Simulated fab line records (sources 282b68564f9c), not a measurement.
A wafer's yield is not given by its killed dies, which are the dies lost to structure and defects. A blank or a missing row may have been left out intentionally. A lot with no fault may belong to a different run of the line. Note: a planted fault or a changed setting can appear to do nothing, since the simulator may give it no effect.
Split-lot experiment / flow rit_cmos / on a route of 202 steps: 5 lots, 23 wafers read

== ON THE SPLIT ==
At RIT_GATE_OXIDATION_05 (target thk 3 nm, ox time 270 s), the setting ox_time_s was moved away from the recipe's 270 s on 15 of the 23 wafers read, by -13.5% to +12.0%. All remaining wafers had this setting at the recipe value.

== FROM THE SPLIT ON TO THE READING: in between, the file shows 1 step ==
- RIT_GATE_ANNEAL_06: time 600 s

== THE READING ==
GATE_OXIDE_THK in nanometres, read at RIT_GATE_THK_MEAS_07. A value of 3.02 nm with a standard deviation of 0.068 nm is what fault-free wafers of this fab line usually give.

wafer=L075.2; tool, chamber at the split=furnace-01, 0; ox_time_s as run, s=270; against the recipe=recipe; GATE_OXIDE_THK, nm=3.01; against lot-mates on the recipe=-
wafer=L075.5; tool, chamber at the split=furnace-01, 0; ox_time_s as run, s=270; against the recipe=recipe; GATE_OXIDE_THK, nm=2.97; against lot-mates on the recipe=-
wafer=L075.6; tool, chamber at the split=furnace-01, 0; ox_time_s as run, s=270; against the recipe=recipe; GATE_OXIDE_THK, nm=2.99; against lot-mates on the recipe=-
wafer=L077.2; tool, chamber at the split=-, -; ox_time_s as run, s=293.5; against the recipe=+8.7%; GATE_OXIDE_THK, nm=3.29; against lot-mates on the recipe=no lot-mate on the recipe
wafer=L077.3; tool, chamber at the split=-, -; ox_time_s as run, s=293.5; against the recipe=+8.7%; GATE_OXIDE_THK, nm=3.35; against lot-mates on the recipe=no lot-mate on the recipe
wafer=L077.4; tool, chamber at the split=-, -; ox_time_s as run, s=293.5; against the recipe=+8.7%; GATE_OXIDE_THK, nm=3.29; against lot-mates on the recipe=no lot-mate on the recipe
wafer=L077.5; tool, chamber at the split=-, -; ox_time_s as run, s=293.5; against the recipe=+8.7%; GATE_OXIDE_THK, nm=3.23; against lot-mates on the recipe=no lot-mate on the recipe
wafer=L077.6; tool, chamber at the split=-, -; ox_time_s as run, s=293.5; against the recipe=+8.7%; GATE_OXIDE_THK, nm=3.25; against lot-mates on the recipe=no lot-mate on the recipe
wafer=L078.1; tool, chamber at the split=-, -; ox_time_s as run, s=302.3; against the recipe=+12.0%; GATE_OXIDE_THK, nm=3.41; against lot-mates on the recipe=no lot-mate on the recipe
wafer=L078.3; tool, chamber at the split=-, -; ox_time_s as run, s=302.3; against the recipe=+12.0%; GATE_OXIDE_THK, nm=3.35; against lot-mates on the recipe=no lot-mate on the recipe
wafer=L078.4; tool, chamber at the split=-, -; ox_time_s as run, s=302.3; against the recipe=+12.0%; GATE_OXIDE_THK, nm=3.34; against lot-mates on the recipe=no lot-mate on the recipe
wafer=L078.5; tool, chamber at the split=-, -; ox_time_s as run, s=302.3; against the recipe=+12.0%; GATE_OXIDE_THK, nm=3.37; against lot-mates on the recipe=no lot-mate on the recipe
wafer=L078.6; tool, chamber at the split=-, -; ox_time_s as run, s=302.3; against the recipe=+12.0%; GATE_OXIDE_THK, nm=3.34; against lot-mates on the recipe=no lot-mate on the recipe
wafer=L081.1; tool, chamber at the split=-, -; ox_time_s as run, s=233.6; against the recipe=-13.5%; GATE_OXIDE_THK, nm=2.69; against lot-mates on the recipe=no lot-mate on the recipe
wafer=L081.2; tool, chamber at the split=-, -; ox_time_s as run, s=233.6; against the recipe=-13.5%; GATE_OXIDE_THK, nm=2.71; against lot-mates on the recipe=no lot-mate on the recipe
wafer=L081.3; tool, chamber at the split=-, -; ox_time_s as run, s=233.6; against the recipe=-13.5%; GATE_OXIDE_THK, nm=2.66; against lot-mates on the recipe=no lot-mate on the recipe
wafer=L081.4; tool, chamber at the split=-, -; ox_time_s as run, s=233.6; against the recipe=-13.5%; GATE_OXIDE_THK, nm=2.66; against lot-mates on the recipe=no lot-mate on the recipe
wafer=L081.6; tool, chamber at the split=-, -; ox_time_s as run, s=233.6; against the recipe=-13.5%; GATE_OXIDE_THK, nm=2.67; against lot-mates on the recipe=no lot-mate on the recipe
wafer=L084.1; tool, chamber at the split=-, -; ox_time_s as run, s=270; against the recipe=recipe; GATE_OXIDE_THK, nm=2.84; against lot-mates on the recipe=-
wafer=L084.2; tool, chamber at the split=-, -; ox_time_s as run, s=270; against the recipe=recipe; GATE_OXIDE_THK, nm=2.82; against lot-mates on the recipe=-
wafer=L084.3; tool, chamber at the split=-, -; ox_time_s as run, s=270; against the recipe=recipe; GATE_OXIDE_THK, nm=2.85; against lot-mates on the recipe=-
wafer=L084.5; tool, chamber at the split=-, -; ox_time_s as run, s=270; against the recipe=recipe; GATE_OXIDE_THK, nm=2.82; against lot-mates on the recipe=-
wafer=L084.6; tool, chamber at the split=-, -; ox_time_s as run, s=270; against the recipe=recipe; GATE_OXIDE_THK, nm=2.93; against lot-mates on the recipe=-

FIT RESULTS
A straight line over all 23 wafers: GATE_OXIDE_THK changes by +0.0279 nm for each +1% of ox_time_s; r = +0.95; the points scatter about the line by 0.087 nm.
Too few moved wafers have a lot-mate on the recipe to fit a line with each lot's own level taken away.

== THE WHOLE CHAIN: every reading that the file lists as answering this split, in the file's order ==
step=RIT_GATE_OXIDATION_05; what it does=target thk 3 nm, ox time 270 s; reading=SiO2_of_GATE_OXIDATION_05.thk_nm (the simulator's own value, which no gauge read); change (the file's fit)=+0.0277 nm for each +1% of the setting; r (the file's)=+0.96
step=RIT_GATE_THK_MEAS_07; what it does=; reading=GATE_OXIDE_THK; change (the file's fit)=+0.0279 for each +1% of the setting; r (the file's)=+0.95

== FILE'S OWN FIT ==
GATE_OXIDE_THK changes by +0.0279 nm for each +1% of ox_time_s, r = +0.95.
